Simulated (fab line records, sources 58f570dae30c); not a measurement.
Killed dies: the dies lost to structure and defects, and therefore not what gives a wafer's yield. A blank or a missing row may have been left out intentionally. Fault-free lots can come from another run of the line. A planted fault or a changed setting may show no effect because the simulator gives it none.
fab line records -- flow berkeley-cmos170
[record] lots = 5, wafers = 23
route steps=331 shown START@3 ZERO@7 NWELL@28 ACTIVE@68 PFIELD@86 GATE@135 PSD@183
start-h: hours from the record's first day to the start of the lot's first wafer shown -- wait-h: hours since the lot's step before -- " as in the row above -- L1.1+2: one row covering several wafers at once -- - no value present, or no start provided -- * or withheld: withheld -- < > ~ a bound
route shown NAME@n: a module of which the file shows steps, and the number in the route of the first -- usual: mean and standard deviation over wafers with no fault -- same: alike in all rows -- chamber/n: place in a boat -- sites: the reading at each site -- _std_site: the standard deviation of these -- _edge_site: mean of outer sites minus mean of inner sites -- radius-mm: how far each site lies from the wafer's centre -- mask NAME#n: copy n -- behind: the tool/chamber that last shaped the wafer -- hold: cause of the lot's hold/its duration in hours/its outcome -- device: which transistor (n, p or np) failed to switch -- end of line: the same wafers' tests at the end of the route -- step lacking rows: just its recipe -- killed: dies lost to structure and defects at the first sort, not the wafer's yield -- map: shows each die of a wafer: x if killed, . if not, _ if none is there
set.NAME: the setting the step ran with; set.NAME@STEP: the setting that earlier step ran with -- model.NAME: the simulator's own value behind a step, which no gauge read
lots whose settings were changed on purpose; a table a step, a row a wafer
[[steps]]
[step UCB170_START_OXIDATION_02]
[recipe] temp-c = 950, ambient = O2, target-thk-a = 200, ox-time-s = 1800
lot.wafer,tool,chamber,start-h,wait-h,set.temp-c,model.SiO2_of_START_OXIDATION_02.thk-nm
L074.2,-,-,-,1.9,950,19.52
L074.3,-,-,-,1.9,950,19.64
L074.4,-,-,-,1.9,950,19.77
L074.5,-,-,-,1.9,950,19.55
L074.6,-,-,-,1.9,950,19.37
L075.2,furnace-01,0,16.67,1.3,950,19.73
L075.3,furnace-01,0,16.67,1.3,950,19.67
L075.4,furnace-01,0,16.67,1.3,950,19.77
L078.1,-,-,-,1.4,967.3,23.31
L078.2,-,-,-,1.4,967.3,23.26
L078.3,-,-,-,1.4,967.3,23.47
L078.4,-,-,-,1.4,967.3,23.19
L078.6,-,-,-,1.4,967.3,23.36
L080.1,-,-,-,4.1,937.3,16.91
L080.2+4,-,-,-,4.1,937.3,17.02
L080.3,-,-,-,4.1,937.3,17.3
L080.5,-,-,-,4.1,937.3,16.86
L081.1,-,-,-,4.5,950,20.52
L081.2+3,-,-,-,4.5,950,20.47
L081.4,-,-,-,4.5,950,20.28
L081.6,-,-,-,4.5,950,20.62
[step UCB170_START_THK_MEAS_03]
[recipe] reads = SiO2_of_START_OXIDATION_02
[usual] START_OXIDE_THK = 19.9/0.33
lot.wafer,tool,chamber,start-h,wait-h,set.temp-c@START_OXIDATION_02,START_OXIDE_THK[nm]
L074.2,film-metro-01,-,-,-,950,19.5
L074.3,film-metro-01,-,-,-,950,19.6
L074.4,film-metro-01,-,-,-,950,19.7
L074.5,film-metro-01,-,-,-,950,19.5
L074.6,film-metro-01,-,-,-,950,19.4
L075.2,film-metro-01,-,18.18,0.0,950,19.7
L075.3,film-metro-01,-,18.18,0.0,950,19.7
L075.4,film-metro-01,-,18.18,0.0,950,19.7
L078.1,film-metro-04,-,-,-,967.3,23.4
L078.2,film-metro-04,-,-,-,967.3,23.3
L078.3,film-metro-04,-,-,-,967.3,23.5
L078.4,film-metro-04,-,-,-,967.3,23.2
L078.6,film-metro-04,-,-,-,967.3,23.3
L080.1,film-metro-01,-,-,-,937.3,17.0
L080.2,film-metro-01,-,-,-,937.3,17.0
L080.3,film-metro-01,-,-,-,937.3,17.3
L080.4,film-metro-01,-,-,-,937.3,17.1
L080.5,film-metro-01,-,-,-,937.3,16.8
L081.1,film-metro-02,-,-,-,950,20.6
L081.2,film-metro-02,-,-,-,950,20.5
L081.3,film-metro-02,-,-,-,950,20.4
L081.4,film-metro-02,-,-,-,950,20.3
L081.6,film-metro-02,-,-,-,950,20.6
[step UCB170_ZERO_COAT_01]
[recipe] resist = KrF, spin-rpm = 1500, resist-thk-nm = 900
lot.wafer,tool,chamber,start-h,wait-h,set.spin-rpm,model.KrF_of_ZERO_COAT_01.thk-nm
L074.2,litho-track-01,0,17.68,0.1,1500,897.4
L074.3,litho-track-01,0,17.68,0.1,1556,881.9
L074.4,litho-track-01,0,17.68,0.1,1556,883.4
L074.5,litho-track-01,0,17.68,0.1,1500,898.5
L074.6,litho-track-01,0,17.68,0.1,1500,900.7
L075.2,litho-track-01,0,23.71,0.1,1500,899.5
L075.3,litho-track-01,0,23.71,0.1,1500,901.7
L075.4,litho-track-01,0,23.71,0.1,1500,902.5
L078.1,litho-track-03,0,37.44,0.1,1500,901.7
L078.2,litho-track-03,0,37.44,0.1,1598,872.8
L078.3,litho-track-03,0,37.44,0.1,1598,872.3
L078.4,litho-track-03,0,37.44,0.1,1598,871.3
L078.6,litho-track-03,0,37.44,0.1,1500,900
L080.1,litho-track-01,0,52.72,0.1,1472,908.2
L080.2,litho-track-01,0,52.72,0.1,1472,906.4
L080.3,litho-track-01,0,52.72,0.1,1472,905.3
L080.4,litho-track-01,0,52.72,0.1,1500,899.2
L080.5,litho-track-01,0,52.72,0.1,1500,898.5
L081.1,litho-track-03,0,56.65,0.1,1427,924.5
L081.2,litho-track-03,0,56.65,0.1,1500,896.3
L081.3,litho-track-03,0,56.65,0.1,1427,922.6
L081.4,litho-track-03,0,56.65,0.1,1500,900.6
L081.6,litho-track-03,0,56.65,0.1,1500,899.7
[step UCB170_ZERO_SOFTBAKE_02]
[recipe] resist = KrF, temp-c = 130, time-s = 60
[step UCB170_ZERO_EXPOSE_03]
[recipe] mask-id = PM_MARKS, na = 0.5, sigma-outer = 0.6, source-shape = conventional, target-cd-nm = 4000, dose-mj = 30
[step UCB170_ZERO_DEVELOP_05]
[recipe] developer = TMAH, develop-time-s = 45, resist = KrF, dev-temp-c = 21
[step UCB170_ZERO_ETCH_06]
[recipe] chemistry = CHF3/CF4/Ar, target = SiO2, time-s = 12, pressure-mtorr = 100, rf-w = 500, CHF3_flow_sccm = 50, cf4-flow-sccm = 10, Ar_flow_sccm = 120, over-etch-frac = 1.58
[step UCB170_ZERO_STRIP_07]
[recipe] chemistry = O2, power-w = 400, pressure-mtorr = 3500, platen-temp-c = withheld, o2-flow-sccm = 400, overash-fraction = 0.5
[usual] strip-time-to-endpoint-s = 21.48/0.05
lot.wafer,tool,chamber,start-h,wait-h,set.spin-rpm@ZERO_COAT_01,strip-time-to-endpoint-s
L074.2,plasma-asher-02,0,18.50,0.0,1500,21.43
L074.3,plasma-asher-02,0,18.50,0.0,1556,21.05
L074.4,plasma-asher-02,1,18.50,0.0,1556,21.08
L074.5,plasma-asher-02,1,18.50,0.0,1500,21.44
L074.6,plasma-asher-02,0,18.50,0.0,1500,21.50
L075.2,plasma-asher-01,1,24.52,0.0,1500,21.44
L075.3,plasma-asher-01,1,24.52,0.0,1500,21.52
L075.4,plasma-asher-01,0,24.52,0.0,1500,21.56
L078.1,plasma-asher-01,0,38.44,0.0,1500,21.51
L078.2,plasma-asher-01,1,38.44,0.0,1598,20.83
L078.3,plasma-asher-01,0,38.44,0.0,1598,20.83
L078.4,plasma-asher-01,1,38.44,0.0,1598,20.77
L078.6,plasma-asher-01,0,38.44,0.0,1500,21.47
L080.1,plasma-asher-02,1,53.56,0.0,1472,21.70
L080.2,plasma-asher-02,0,53.56,0.0,1472,21.63
L080.3,plasma-asher-02,0,53.56,0.0,1472,21.61
L080.4,plasma-asher-02,1,53.56,0.0,1500,21.47
L080.5,plasma-asher-02,0,53.56,0.0,1500,21.45
L081.1,plasma-asher-03,0,57.49,0.0,1427,22.05
L081.2,plasma-asher-03,1,57.49,0.0,1500,21.40
L081.3,plasma-asher-03,1,57.49,0.0,1427,22.03
L081.4,plasma-asher-03,0,57.49,0.0,1500,21.48
L081.6,plasma-asher-03,0,57.49,0.0,1500,21.47
[step UCB170_NWELL_IMPLANT_14]
[recipe] species = P, dose-cm2 = 1e+13, energy-kev = 150, tilt-deg = 7
lot.wafer,tool,chamber,start-h,wait-h,set.energy-kev,model.implant.rp-nm,model.implant.drp-nm
L074.2+4+6,implanter-01,0,34.60,0.1,150,186.9,62.72
L074.3+5,implanter-01,0,34.60,0.1,146.6,182.5,61.62
L075.2+3+4,implanter-04,0,36.72,0.1,150,187,62.72
L078.1+4,implanter-01,0,52.89,0.1,150,182.2,62.72
L078.2+3+6,implanter-01,0,52.89,0.1,141.9,172,60.05
L081.1+6,implanter-02,0,66.66,0.1,141.8,174.7,60.02
L081.2+3+4,implanter-02,0,66.66,0.1,150,185.2,62.72
L080.1+3+5,implanter-01,0,66.90,0.1,150,187.1,62.72
L080.2+4,implanter-01,0,66.90,0.1,147.7,184.1,61.98
[step UCB170_ACTIVE_COAT_08]
[recipe] resist = KrF, spin-rpm = 1500, resist-thk-nm = 900
lot.wafer,tool,chamber,start-h,wait-h,set.spin-rpm,model.KrF_of_ACTIVE_COAT_08.thk-nm
L075.2,litho-track-02,0,85.07,0.1,1500,898.2
L075.3,litho-track-02,0,85.07,0.1,1500,900.5
L075.4,litho-track-02,0,85.07,0.1,1500,897.4
L074.2,litho-track-04,0,85.15,0.1,1568,885.1
L074.3,litho-track-04,0,85.15,0.1,1500,904.2
L074.4,litho-track-04,0,85.15,0.1,1500,901.8
L074.5,litho-track-04,0,85.15,0.1,1568,882.8
L074.6,litho-track-04,0,85.15,0.1,1568,882.3
L078.1+4,litho-track-04,0,100.90,0.1,1532,889.3
L078.2,litho-track-04,0,100.90,0.1,1500,899.7
L078.3,litho-track-04,0,100.90,0.1,1500,899.1
L078.6,litho-track-04,0,100.90,0.1,1532,890.8
L081.1,litho-track-01,0,108.89,0.1,1428,923.6
L081.2,litho-track-01,0,108.89,0.1,1500,897.3
L081.3,litho-track-01,0,108.89,0.1,1500,900.3
L081.4,litho-track-01,0,108.89,0.1,1428,922.5
L081.6,litho-track-01,0,108.89,0.1,1500,900.2
L080.1,litho-track-01,0,116.33,0.1,1399,932.2
L080.2,litho-track-01,0,116.33,0.1,1399,932
L080.3,litho-track-01,0,116.33,0.1,1500,899.4
L080.4,litho-track-01,0,116.33,0.1,1500,897.3
L080.5,litho-track-01,0,116.33,0.1,1399,931
[step UCB170_ACTIVE_PEB_11]
[recipe] peb-temp-c = 130, peb-time-s = withheld, resist = KrF
lot.wafer,tool,chamber,start-h,wait-h,set.peb-temp-c
L075.2+3+4,litho-track-01,0,85.67,0.1,130
L074.2+4+6,litho-track-02,0,86.23,0.4,130
L074.3+5,litho-track-02,0,86.23,0.4,132.3
L078.1+2+3,litho-track-04,0,102.20,0.9,130
L078.4+6,litho-track-04,0,102.20,0.9,131.1
L081.1+2+3+4+6,litho-track-02,0,110.22,0.3,130
L080.1+3,litho-track-01,0,117.18,0.3,128.6
L080.2+4+5,litho-track-01,0,117.18,0.3,130
[step UCB170_ACTIVE_DEVELOP_12]
[recipe] developer = TMAH, develop-time-s = 45, resist = KrF, dev-temp-c = 21
[step UCB170_ACTIVE_CD_MEAS_13]
[recipe] target-cd-nm = 1200
[usual] cd-nm = 1200.8/1.7
lot.wafer,tool,chamber,start-h,wait-h,set.peb-temp-c@ACTIVE_PEB_11,cd-nm
L075.2,cd-sem-01,-,85.94,-,130,1199.3
L075.3,cd-sem-01,-,85.94,-,130,1199.7
L075.4,cd-sem-01,-,85.94,-,130,1199.4
L074.2,cd-sem-01,-,86.50,-,130,1201.1
L074.3,cd-sem-01,-,86.50,-,132.3,1187.3
L074.4,cd-sem-01,-,86.50,-,130,1202.0
L074.5,cd-sem-01,-,86.50,-,132.3,1186.7
L074.6,cd-sem-01,-,86.50,-,130,1201.2
L078.1,cd-sem-01,-,102.48,-,130,1197.6
L078.2,cd-sem-01,-,102.48,-,130,1198.5
L078.3,cd-sem-01,-,102.48,-,130,1198.7
L078.4,cd-sem-01,-,102.48,-,131.1,1190.6
L078.6,cd-sem-01,-,102.48,-,131.1,1191.2
L081.1,cd-sem-01,-,110.50,-,130,1200.6
L081.2,cd-sem-01,-,110.50,-,130,1198.9
L081.3,cd-sem-01,-,110.50,-,130,1199.8
L081.4,cd-sem-01,-,110.50,-,130,1200.8
L081.6,cd-sem-01,-,110.50,-,130,1201.1
L080.1,cd-sem-02,-,117.46,-,128.6,1211.6
L080.2,cd-sem-02,-,117.46,-,130,1201.7
L080.3,cd-sem-02,-,117.46,-,128.6,1211.2
L080.4,cd-sem-02,-,117.46,-,130,1199.8
L080.5,cd-sem-02,-,117.46,-,130,1200.9
[step UCB170_ACTIVE_ETCH_15]
[recipe] chemistry = CH3F/Ar/O2, target = Si3N4, stop-on = SiO2, CH3F_flow_sccm = 20, Ar_flow_sccm = 50, O2_flow_sccm = 7, pressure-mtorr = 50, rf-w = 450, target-depth-a = 2420, over-etch-frac = 0.1, time-s = 151
lot.wafer,tool,chamber,start-h,wait-h,set.spin-rpm@ACTIVE_COAT_08,set.peb-temp-c@ACTIVE_PEB_11,model.KrF_of_ACTIVE_COAT_08.thk-nm,model.ACTIVE.cd-nm
L075.2,rie-diel-02,1,86.08,0.0,1500,130,717.9,1199
L075.3,rie-diel-02,3,86.08,0.0,1500,130,724.7,1200
L075.4,rie-diel-02,0,86.08,0.0,1500,130,722.4,1199
L074.2,rie-diel-04,3,86.64,0.0,1568,130,713.2,1201
L074.3,rie-diel-04,0,86.64,0.0,1500,132.3,734.4,1188
L074.4,rie-diel-04,3,86.64,0.0,1500,130,730.3,1202
L074.5,rie-diel-04,0,86.64,0.0,1568,132.3,712.4,1187
L074.6,rie-diel-04,1,86.64,0.0,1568,130,710.7,1201
L078.1,rie-diel-02,3,102.63,0.0,1532,130,714.9,1198
L078.2,rie-diel-02,1,102.63,0.0,1500,130,721.4,1198
L078.3,rie-diel-02,2,102.63,0.0,1500,130,723.8,1199
L078.4,rie-diel-02,0,102.63,0.0,1532,131.1,715.8,1191
L078.6,rie-diel-02,2,102.63,0.0,1532,131.1,715,1191
L081.1,rie-diel-02,0,110.65,0.0,1428,130,749.7,1200
L081.2,rie-diel-02,1,110.65,0.0,1500,130,719,1199
L081.3,rie-diel-02,2,110.65,0.0,1500,130,723.7,1200
L081.4,rie-diel-02,3,110.65,0.0,1428,130,747.3,1201
L081.6,rie-diel-02,1,110.65,0.0,1500,130,720,1201
L080.1,rie-diel-02,2,117.61,0.0,1399,128.6,755.4,1212
L080.2,rie-diel-02,3,117.61,0.0,1399,130,755.1,1202
L080.3,rie-diel-02,0,117.61,0.0,1500,128.6,725.7,1211
L080.4,rie-diel-02,1,117.61,0.0,1500,130,715.7,1200
L080.5,rie-diel-02,2,117.61,0.0,1399,130,754,1201
[step UCB170_ACTIVE_STRIP_16]
[recipe] chemistry = O2, power-w = 400, pressure-mtorr = 3500, platen-temp-c = withheld, o2-flow-sccm = 400, overash-fraction = 0.5
[usual] strip-time-to-endpoint-s = 18.10/0.095
lot.wafer,tool,chamber,start-h,wait-h,set.spin-rpm@ACTIVE_COAT_08,strip-time-to-endpoint-s
L075.2,plasma-asher-03,1,86.18,0.1,1500,17.94
L075.3,plasma-asher-03,0,86.18,0.1,1500,18.10
L075.4,plasma-asher-03,1,86.18,0.1,1500,18.02
L074.2,plasma-asher-02,1,86.74,0.1,1568,17.82
L074.3,plasma-asher-02,1,86.74,0.1,1500,18.30
L074.4,plasma-asher-02,0,86.74,0.1,1500,18.22
L074.5,plasma-asher-02,1,86.74,0.1,1568,17.79
L074.6,plasma-asher-02,0,86.74,0.1,1568,17.76
L078.1,plasma-asher-02,1,102.73,0.1,1532,17.86
L078.2,plasma-asher-02,0,102.73,0.1,1500,18.03
L078.3,plasma-asher-02,0,102.73,0.1,1500,18.08
L078.4,plasma-asher-02,1,102.73,0.1,1532,17.88
L078.6,plasma-asher-02,1,102.73,0.1,1532,17.86
L081.1,plasma-asher-02,0,110.75,0.1,1428,18.70
L081.2,plasma-asher-02,1,110.75,0.1,1500,17.95
L081.3,plasma-asher-02,1,110.75,0.1,1500,18.06
L081.4,plasma-asher-02,0,110.75,0.1,1428,18.61
L081.6,plasma-asher-02,1,110.75,0.1,1500,17.97
L080.1,plasma-asher-04,0,117.71,0.1,1399,18.84
L080.2,plasma-asher-04,1,117.71,0.1,1399,18.81
L080.3,plasma-asher-04,0,117.71,0.1,1500,18.11
L080.4,plasma-asher-04,1,117.71,0.1,1500,17.86
L080.5,plasma-asher-04,0,117.71,0.1,1399,18.81
[step UCB170_ACTIVE_CD_MEAS_90]
[recipe] target-cd-nm = 1200
[usual] cd-nm = 1200.9/1.7
lot.wafer,tool,chamber,start-h,wait-h,set.peb-temp-c@ACTIVE_PEB_11,cd-nm
L075.2,cd-sem-02,-,86.30,0.1,130,1199.4
L075.3,cd-sem-02,-,86.30,0.1,130,1200.5
L075.4,cd-sem-02,-,86.30,0.1,130,1198.8
L074.2,cd-sem-02,-,86.86,0.1,130,1201.0
L074.3,cd-sem-02,-,86.86,0.1,132.3,1187.8
L074.4,cd-sem-02,-,86.86,0.1,130,1202.4
L074.5,cd-sem-02,-,86.86,0.1,132.3,1187.3
L074.6,cd-sem-02,-,86.86,0.1,130,1201.5
L078.1,cd-sem-02,-,102.83,0.1,130,1197.7
L078.2,cd-sem-02,-,102.83,0.1,130,1198.6
L078.3,cd-sem-02,-,102.83,0.1,130,1199.1
L078.4,cd-sem-02,-,102.83,0.1,131.1,1190.4
L078.6,cd-sem-02,-,102.83,0.1,131.1,1191.4
L081.1,cd-sem-02,-,110.85,0.1,130,1199.7
L081.2,cd-sem-02,-,110.85,0.1,130,1198.7
L081.3,cd-sem-02,-,110.85,0.1,130,1200.2
L081.4,cd-sem-02,-,110.85,0.1,130,1201.5
L081.6,cd-sem-02,-,110.85,0.1,130,1200.6
L080.1,cd-sem-02,-,117.84,0.1,128.6,1211.6
L080.2,cd-sem-02,-,117.84,0.1,130,1201.8
L080.3,cd-sem-02,-,117.84,0.1,128.6,1210.5
L080.4,cd-sem-02,-,117.84,0.1,130,1199.9
L080.5,cd-sem-02,-,117.84,0.1,130,1200.7
[step UCB170_PFIELD_IMPLANT_07]
[recipe] species = B, dose-cm2 = 2e+13, energy-kev = 80, tilt-deg = 7
lot.wafer,tool,chamber,start-h,wait-h,set.dose-cm2
L075.2+3+4,implanter-04,0,88.54,0.0,2e+13
L074.2+3+4+5+6,implanter-03,0,90.01,0.0,2e+13
L078.1+3+4,implanter-03,0,105.31,0.0,2.084e+13
L078.2+6,implanter-03,0,105.31,0.0,2e+13
L081.1+3+4,implanter-04,0,112.53,0.0,2.081e+13
L081.2+6,implanter-04,0,112.53,0.0,2e+13
L080.1+2+3,implanter-01,0,120.25,0.0,2e+13
L080.4+5,implanter-01,0,120.25,0.0,2.136e+13
[step UCB170_PFIELD_STRIP_08]
[recipe] chemistry = O2, power-w = 400, pressure-mtorr = 3500, platen-temp-c = withheld, o2-flow-sccm = 400, overash-fraction = 0.5
[step UCB170_PFIELD_TW_MEAS_09]
[usual] PFIELD_TW = 593.8/2.7
lot.wafer,tool,chamber,start-h,wait-h,set.dose-cm2@PFIELD_IMPLANT_07,PFIELD_TW
L075.2,film-metro-02,-,88.78,0.1,2e+13,597.2
L075.3,film-metro-02,-,88.78,0.1,2e+13,599.9
L075.4,film-metro-02,-,88.78,0.1,2e+13,597.3
L074.2,film-metro-03,-,90.25,0.1,2e+13,594.6
L074.3,film-metro-03,-,90.25,0.1,2e+13,590.3
L074.4,film-metro-03,-,90.25,0.1,2e+13,596.4
L074.5,film-metro-03,-,90.25,0.1,2e+13,594.5
L074.6,film-metro-03,-,90.25,0.1,2e+13,595.3
L078.1,film-metro-02,-,105.56,0.1,2.084e+13,604.7
L078.2,film-metro-02,-,105.56,0.1,2e+13,596.3
L078.3,film-metro-02,-,105.56,0.1,2.084e+13,602.1
L078.4,film-metro-02,-,105.56,0.1,2.084e+13,603.0
L078.6,film-metro-02,-,105.56,0.1,2e+13,596.9
L081.1,film-metro-04,-,112.78,0.1,2.081e+13,600.4
L081.2,film-metro-04,-,112.78,0.1,2e+13,592.9
L081.3,film-metro-04,-,112.78,0.1,2.081e+13,597.7
L081.4,film-metro-04,-,112.78,0.1,2.081e+13,598.6
L081.6,film-metro-04,-,112.78,0.1,2e+13,587.2
L080.1,film-metro-03,-,120.50,0.1,2e+13,596.4
L080.2,film-metro-03,-,120.50,0.1,2e+13,594.9
L080.3,film-metro-03,-,120.50,0.1,2e+13,596.6
L080.4,film-metro-03,-,120.50,0.1,2.136e+13,604.4
L080.5,film-metro-03,-,120.50,0.1,2.136e+13,607.0
[step UCB170_GATE_EXPOSE_09]
[recipe] mask-id = POLY, target-cd-nm = 350, na = 0.5, sigma-outer = 0.6, source-shape = conventional, dose-mj = 21
lot.wafer,tool,chamber,start-h,wait-h,mask,set.dose-mj
L075.2+3+4,krf-scanner-01,0,129.20,-,POLY#0,21
L074.2+5,krf-scanner-02,0,129.46,-,POLY#0,22.09
L074.3+4+6,krf-scanner-02,0,129.46,-,POLY#0,21
L078.1+4,krf-scanner-02,0,147.27,-,POLY#0,22.33
L078.2+3+6,krf-scanner-02,0,147.27,-,POLY#0,21
L081.1+2+3+4+6,krf-scanner-01,0,155.70,-,POLY#0,21
L080.1+3+4,krf-scanner-02,0,161.18,-,POLY#0,21.94
L080.2+5,krf-scanner-02,0,161.18,-,POLY#0,21
[step UCB170_GATE_PEB_10]
[recipe] peb-temp-c = 130, peb-time-s = withheld, resist = KrF
[step UCB170_GATE_DEVELOP_11]
[recipe] developer = TMAH, develop-time-s = 45, resist = KrF, dev-temp-c = 21
[step UCB170_GATE_CD_MEAS_12]
[recipe] target-cd-nm = 350
[usual] cd-nm = 349.6/1
lot.wafer,tool,chamber,start-h,wait-h,set.dose-mj@GATE_EXPOSE_09,cd-nm
L075.2,cd-sem-01,-,129.61,-,21,348.8
L075.3,cd-sem-01,-,129.61,-,21,348.4
L075.4,cd-sem-01,-,129.61,-,21,349.0
L074.2,cd-sem-01,-,129.88,-,22.09,341.0
L074.3,cd-sem-01,-,129.88,-,21,348.4
L074.4,cd-sem-01,-,129.88,-,21,349.9
L074.5,cd-sem-01,-,129.88,-,22.09,339.8
L074.6,cd-sem-01,-,129.88,-,21,348.5
L078.1,cd-sem-02,-,147.77,-,22.33,338.1
L078.2,cd-sem-02,-,147.77,-,21,349.3
L078.3,cd-sem-02,-,147.77,-,21,348.3
L078.4,cd-sem-02,-,147.77,-,22.33,339.5
L078.6,cd-sem-02,-,147.77,-,21,348.8
L081.1,cd-sem-01,-,156.09,-,21,349.4
L081.2,cd-sem-01,-,156.09,-,21,349.1
L081.3,cd-sem-01,-,156.09,-,21,347.3
L081.4,cd-sem-01,-,156.09,-,21,349.6
L081.6,cd-sem-01,-,156.09,-,21,348.0
L080.1,cd-sem-01,-,161.63,-,21.94,340.7
L080.2,cd-sem-01,-,161.63,-,21,347.9
L080.3,cd-sem-01,-,161.63,-,21.94,341.6
L080.4,cd-sem-01,-,161.63,-,21.94,342.4
L080.5,cd-sem-01,-,161.63,-,21,349.1
[step UCB170_PSD_IMPLANT_08]
[recipe] species = B, dose-cm2 = 3e+15, energy-kev = 20, tilt-deg = 7
lot.wafer,tool,chamber,start-h,wait-h,set.dose-cm2
L074.2+4+6,implanter-04,0,139.41,0.0,3e+15
L074.3+5,implanter-04,0,139.41,0.0,2.798e+15
L075.2+3+4,implanter-02,0,139.68,0.0,3e+15
L078.1+3+4,implanter-02,0,158.08,0.0,3e+15
L078.2+6,implanter-02,0,158.08,0.0,3.123e+15
L081.1+2+6,implanter-02,0,166.74,0.0,3e+15
L081.3+4,implanter-02,0,166.74,0.0,3.103e+15
L080.1+3+5,implanter-02,0,172.09,0.0,3e+15
L080.2+4,implanter-02,0,172.09,0.0,2.894e+15
[step UCB170_PSD_STRIP_09]
[recipe] chemistry = O2, power-w = 400, pressure-mtorr = 3500, platen-temp-c = withheld, o2-flow-sccm = 400, overash-fraction = 0.5
[usual] strip-time-to-endpoint-s = 29.40/0.076
lot.wafer,tool,chamber,start-h,wait-h,set.dose-cm2@PSD_IMPLANT_08,strip-time-to-endpoint-s
L074.2,plasma-asher-01,1,139.53,0.1,3e+15,29.37
L074.3,plasma-asher-01,1,139.53,0.1,2.798e+15,28.62
L074.4,plasma-asher-01,0,139.53,0.1,3e+15,29.36
L074.5,plasma-asher-01,1,139.53,0.1,2.798e+15,28.66
L074.6,plasma-asher-01,0,139.53,0.1,3e+15,29.35
L075.2,plasma-asher-04,1,139.81,0.1,3e+15,29.35
L075.3,plasma-asher-04,1,139.81,0.1,3e+15,29.33
L075.4,plasma-asher-04,0,139.81,0.1,3e+15,29.37
L078.1,plasma-asher-02,1,158.23,0.1,3e+15,29.40
L078.2,plasma-asher-02,0,158.23,0.1,3.123e+15,29.81
L078.3,plasma-asher-02,1,158.23,0.1,3e+15,29.40
L078.4,plasma-asher-02,0,158.23,0.1,3e+15,29.40
L078.6,plasma-asher-02,1,158.23,0.1,3.123e+15,29.90
L081.1,plasma-asher-04,1,166.89,0.1,3e+15,29.47
L081.2,plasma-asher-04,0,166.89,0.1,3e+15,29.43
L081.3,plasma-asher-04,1,166.89,0.1,3.103e+15,29.82
L081.4,plasma-asher-04,0,166.89,0.1,3.103e+15,29.90
L081.6,plasma-asher-04,0,166.89,0.1,3e+15,29.45
L080.1,plasma-asher-02,0,172.24,0.1,3e+15,29.42
L080.2,plasma-asher-02,1,172.24,0.1,2.894e+15,28.99
L080.3,plasma-asher-02,0,172.24,0.1,3e+15,29.42
L080.4,plasma-asher-02,1,172.24,0.1,2.894e+15,28.99
L080.5,plasma-asher-02,1,172.24,0.1,3e+15,29.42
[step UCB170_PSD_TW_MEAS_10]
[usual] PSD_TW = 2303/19
lot.wafer,tool,chamber,start-h,wait-h,set.dose-cm2@PSD_IMPLANT_08,PSD_TW
L074.2,film-metro-04,-,139.64,0.1,3e+15,2302
L074.3,film-metro-04,-,139.64,0.1,2.798e+15,2251
L074.4,film-metro-04,-,139.64,0.1,3e+15,2312
L074.5,film-metro-04,-,139.64,0.1,2.798e+15,2250
L074.6,film-metro-04,-,139.64,0.1,3e+15,2306
L075.2,film-metro-02,-,139.92,0.1,3e+15,2287
L075.3,film-metro-02,-,139.92,0.1,3e+15,2302
L075.4,film-metro-02,-,139.92,0.1,3e+15,2292
L078.1,film-metro-01,-,158.33,0.1,3e+15,2342
L078.2,film-metro-01,-,158.33,0.1,3.123e+15,2370
L078.3,film-metro-01,-,158.33,0.1,3e+15,2336
L078.4,film-metro-01,-,158.33,0.1,3e+15,2346
L078.6,film-metro-01,-,158.33,0.1,3.123e+15,2383
L081.1,film-metro-04,-,166.99,0.1,3e+15,2297
L081.2,film-metro-04,-,166.99,0.1,3e+15,2292
L081.3,film-metro-04,-,166.99,0.1,3.103e+15,2311
L081.4,film-metro-04,-,166.99,0.1,3.103e+15,2315
L081.6,film-metro-04,-,166.99,0.1,3e+15,2305
L080.1,film-metro-04,-,172.34,0.1,3e+15,2283
L080.2,film-metro-04,-,172.34,0.1,2.894e+15,2267
L080.3,film-metro-04,-,172.34,0.1,3e+15,2285
L080.4,film-metro-04,-,172.34,0.1,2.894e+15,2250
L080.5,film-metro-04,-,172.34,0.1,3e+15,2291
[[key]]
[split] step = UCB170_START_OXIDATION_02, setting = temp-c, stated = 950, by = lot
[response] step = UCB170_START_OXIDATION_02, reading = model.SiO2_of_START_OXIDATION_02.thk-nm, change = +1.98, per = 1%, r = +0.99
[response] step = UCB170_START_THK_MEAS_03, reading = START_OXIDE_THK, change = +1.98, per = 1%, r = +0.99
[split] step = UCB170_ZERO_COAT_01, setting = spin-rpm, stated = 1500, by = wafer
[response] step = UCB170_ZERO_COAT_01, reading = model.KrF_of_ZERO_COAT_01.thk-nm, change = -4.57, per = 1%, r = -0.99
[response] step = UCB170_ZERO_STRIP_07, reading = strip-time-to-endpoint-s, change = *, per = 1%, r = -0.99
[split] step = UCB170_NWELL_IMPLANT_14, setting = energy-kev, stated = 150, by = wafer
[response] step = UCB170_NWELL_IMPLANT_14, reading = model.implant.rp-nm, change = +1.92, per = 1%, r = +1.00
[response] step = UCB170_NWELL_IMPLANT_14, reading = model.implant.drp-nm, change = +0.494, per = 1%, r = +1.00
[split] step = UCB170_ACTIVE_COAT_08, setting = spin-rpm, stated = 1500, by = wafer
[response] step = UCB170_ACTIVE_COAT_08, reading = model.KrF_of_ACTIVE_COAT_08.thk-nm, change = -4.8, per = 1%, r = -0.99
[response] step = UCB170_ACTIVE_ETCH_15, reading = model.KrF_of_ACTIVE_COAT_08.thk-nm, change = -5.02, per = 1%, r = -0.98
[response] step = UCB170_ACTIVE_STRIP_16, reading = strip-time-to-endpoint-s, change = *, per = 1%, r = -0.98
[split] step = UCB170_ACTIVE_PEB_11, setting = peb-temp-c, stated = 130, by = wafer
[response] step = UCB170_ACTIVE_CD_MEAS_13, reading = cd-nm, change = -8.63, per = 1%, r = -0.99
[response] step = UCB170_ACTIVE_ETCH_15, reading = model.ACTIVE.cd-nm, change = -8.55, per = 1%, r = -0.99
[response] step = UCB170_ACTIVE_CD_MEAS_90, reading = cd-nm, change = -8.46, per = 1%, r = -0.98
[split] step = UCB170_PFIELD_IMPLANT_07, setting = dose-cm2, stated = 2e+13, by = wafer
[response] step = UCB170_PFIELD_TW_MEAS_09, reading = PFIELD_TW, change = +1.62, per = 1%, r = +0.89
[split] step = UCB170_GATE_EXPOSE_09, setting = dose-mj, stated = 21, by = wafer
[response] step = UCB170_GATE_CD_MEAS_12, reading = cd-nm, change = -1.6, per = 1%, r = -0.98
[split] step = UCB170_PSD_IMPLANT_08, setting = dose-cm2, stated = 3e+15, by = wafer
[response] step = UCB170_PSD_STRIP_09, reading = strip-time-to-endpoint-s, change = *, per = 1%, r = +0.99
[response] step = UCB170_PSD_TW_MEAS_10, reading = PSD_TW, change = +7.73, per = 1%, r = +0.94
